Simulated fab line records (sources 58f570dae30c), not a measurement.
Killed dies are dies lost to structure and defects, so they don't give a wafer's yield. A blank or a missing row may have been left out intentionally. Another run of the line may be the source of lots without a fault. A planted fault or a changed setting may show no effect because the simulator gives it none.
Matching of chambers ; flow berkeleyCmos170 ; UCB170_CONTACT_ETCH_17 on rieDiel-04: 4 sister chambers
The step etches BARC in N2/H2. 8 wafers are shown with their chamber, then 7 later ones without.

== WAFERS PAIRED WITH THEIR CHAMBERS ==
wafer;chamber;drypumpMotorCurrentA (A);throttleValvePct (%)
L075.1;1;5.84;13.62
L087.2;2;6.18;13.40
L087.5;2;6.17;13.38
L089.1;0;5.69;13.49
L089.2;3;5.86;13.50
L089.4;1;5.83;13.64
L091.3;0;5.68;13.49
L091.4;3;5.87;13.49

== WAFERS WITHOUT THEIR CHAMBER ==
wafer;drypumpMotorCurrentA (A);throttleValvePct (%)
L091.5;5.83;13.63
L092.3;5.85;13.50
L092.4;5.70;13.48
L092.5;5.90;13.49
L097.1;5.83;13.62
L097.2;5.67;13.49
L097.6;5.67;13.48

== WHICH CHAMBER EACH WENT THROUGH ==
wafer;from the rows above;in truth
L091.5;1;1
L092.3;3;3
L092.4;0;0
L092.5;3;3
L097.1;1;1
L097.2;0;0
L097.6;0;0
Correctly placed: 7 of 7. Left unplaced by these rows: 0. Placed wrongly: 0.
How it was worked out, from the rows above alone: a wafer's distance from a chamber is the root of the sum, over the readings, of the square of ((its reading less the chamber's mean) divided by the reading's scatter). If the next closest chamber is less than 2 further off than the closest, the wafer can't be placed; otherwise it belongs to the closest. A chamber's mean is the mean of its shown wafers. The scatter: take each reading less its chamber's mean, square it, sum over the shown wafers, divide by the number of wafers less the number of chambers, and take the root.
